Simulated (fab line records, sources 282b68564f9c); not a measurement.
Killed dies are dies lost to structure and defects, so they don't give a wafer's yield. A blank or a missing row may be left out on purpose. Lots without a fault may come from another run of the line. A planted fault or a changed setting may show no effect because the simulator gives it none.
Split-lot experiment | flow rit_cmos | 5 lots, 23 wafers read, on a route of 202 steps

THE SPLIT
At RIT_ACTIVE_COAT_06 (resist thk 1000 nm), the setting resist_thk_nm was moved away from the recipe's 1000 nm on 9 of the 23 wafers read, by -5.8% to +5.2%. The other wafers ran this setting at the recipe's value.

FROM THE SPLIT TO THE READING: what the file shows between them, 8 steps
- RIT_ACTIVE_SOFTBAKE_07: time 61.7 s
- RIT_ACTIVE_EXPOSE_08: exposes mask M1, target cd 1400 nm
- RIT_ACTIVE_PEB_09
- RIT_ACTIVE_DEVELOP_10: develop time 50 s
- RIT_ACTIVE_CD_MEAS_11: target cd 1400 nm
- RIT_ACTIVE_HARDBAKE_12: time 60 s (also split here: temp_c)
- RIT_ACTIVE_ETCH_13: etches Si3N4 in SF6, stops on SiO2, time 210 s, target depth 210 nm
- RIT_ACTIVE_STRIP_14: strips in O2, time 180 s

THE READING
cd_nm, in nm, at RIT_ACTIVE_CD_MEAS_90 (target cd 1400 nm). Fault-free wafers of this fab line usually give 1400.2 nm, standard deviation 2.4 nm.

wafer  | tool, chamber at the split | resist_thk_nm as run, nm | against the recipe | cd_nm, nm | against lot-mates on the recipe
L077.2 | litho_track-02, 0          | 941.5                    | -5.8%              | 1392.4    | -5.9
L077.3 | litho_track-02, 0          | 1000                     | recipe             | 1396.6    | -
L077.4 | litho_track-02, 0          | 941.5                    | -5.8%              | 1392.2    | -6.1
L077.5 | litho_track-02, 0          | 1000                     | recipe             | 1399.3    | -
L077.6 | litho_track-02, 0          | 1000                     | recipe             | 1398.9    | -
L078.1 | litho_track-02, 0          | 1000                     | recipe             | 1405.3    | -
L078.3 | litho_track-02, 0          | 1000                     | recipe             | 1404.7    | -
L078.4 | litho_track-02, 0          | 1052                     | +5.2%              | 1411.7    | +7.1
L078.5 | litho_track-02, 0          | 1000                     | recipe             | 1403.9    | -
L078.6 | litho_track-02, 0          | 1052                     | +5.2%              | 1406.2    | +1.6
L080.2 | litho_track-04, 0          | 1000                     | recipe             | 1400.3    | -
L080.3 | litho_track-04, 0          | 1025                     | +2.5%              | 1401.4    | +0.9
L080.4 | litho_track-04, 0          | 1025                     | +2.5%              | 1403.0    | +2.5
L080.5 | litho_track-04, 0          | 1000                     | recipe             | 1401.5    | -
L080.6 | litho_track-04, 0          | 1000                     | recipe             | 1399.6    | -
L081.1 | litho_track-02, 0          | 1034                     | +3.4%              | 1402.3    | +4.8
L081.2 | litho_track-02, 0          | 1000                     | recipe             | 1398.3    | -
L081.3 | litho_track-02, 0          | 1000                     | recipe             | 1396.7    | -
L081.4 | litho_track-02, 0          | 1034                     | +3.4%              | 1402.9    | +5.4
L081.6 | litho_track-02, 0          | 1034                     | +3.4%              | 1402.6    | +5.1
L083.4 | litho_track-04, 0          | 1000                     | recipe             | 1401.4    | -
L083.5 | litho_track-04, 0          | 1000                     | recipe             | 1403.8    | -
L083.6 | litho_track-04, 0          | 1000                     | recipe             | 1401.4    | -

THE FIT
A straight line over all 23 wafers: cd_nm changes by +1.27 nm for each +1% of resist_thk_nm; r = +0.80; the points scatter about the line by 2.7 nm.
The same after taking each lot's own level away (the mean of its wafers on the recipe; 23 wafers): +1.03 nm for each +1%; r = +0.90; scatter 1.4 nm.
On that fit, the largest move of resist_thk_nm shifts the reading by 6 nm.
The lots' own levels span 1397.50 to 1404.63 nm, that is 3.0 times the standard deviation above.
So the lot-to-lot level blurs the effect unless lot-mates are compared.
Check: with one of the wafers moved furthest among these (-5.8%) left out of the fit, the line predicts -6.02 nm for it against its lot-mates. It came out at -5.87 nm against them.

OTHER SPLITS ON THESE WAFERS
These wafers also went through other splits before the reading. Each is held against what the fit with the lots' levels taken away leaves over:
other split on the same wafers | wafers away from the commonest value | r with cd_nm (lot level and that fit taken away)
RIT_ACTIVE_OXIDATION_01 temp_c | 13                                   | -0.30
RIT_ACTIVE_HARDBAKE_12 temp_c  | 9                                    | -0.02

THE WHOLE CHAIN: every reading that the file lists as answering this split, in the file's order
step                   | what it does                                                        | reading                                                                           | change (the file's fit)              | r (the file's)
RIT_ACTIVE_COAT_06     | resist thk 1000 nm                                                  | NOVOLAK_of_ACTIVE_COAT_06.thk_nm (the simulator's own value, which no gauge read) | +10.2 nm for each +1% of the setting | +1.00
RIT_ACTIVE_CD_MEAS_11  | target cd 1400 nm                                                   | cd_nm                                                                             | +1.02 nm for each +1% of the setting | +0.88
RIT_ACTIVE_HARDBAKE_12 | time 60 s                                                           | NOVOLAK_of_ACTIVE_COAT_06.thk_nm (the simulator's own value, which no gauge read) | +8.91 nm for each +1% of the setting | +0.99
RIT_ACTIVE_ETCH_13     | etches Si3N4 in SF6, stops on SiO2, time 210 s, target depth 210 nm | NOVOLAK_of_ACTIVE_COAT_06.thk_nm (the simulator's own value, which no gauge read) | +8.45 nm for each +1% of the setting | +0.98
RIT_ACTIVE_CD_MEAS_90  | target cd 1400 nm                                                   | cd_nm                                                                             | +1 nm for each +1% of the setting    | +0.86

THE FILE'S OWN FIT
cd_nm changes by +1 nm for each +1% of resist_thk_nm, r = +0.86.
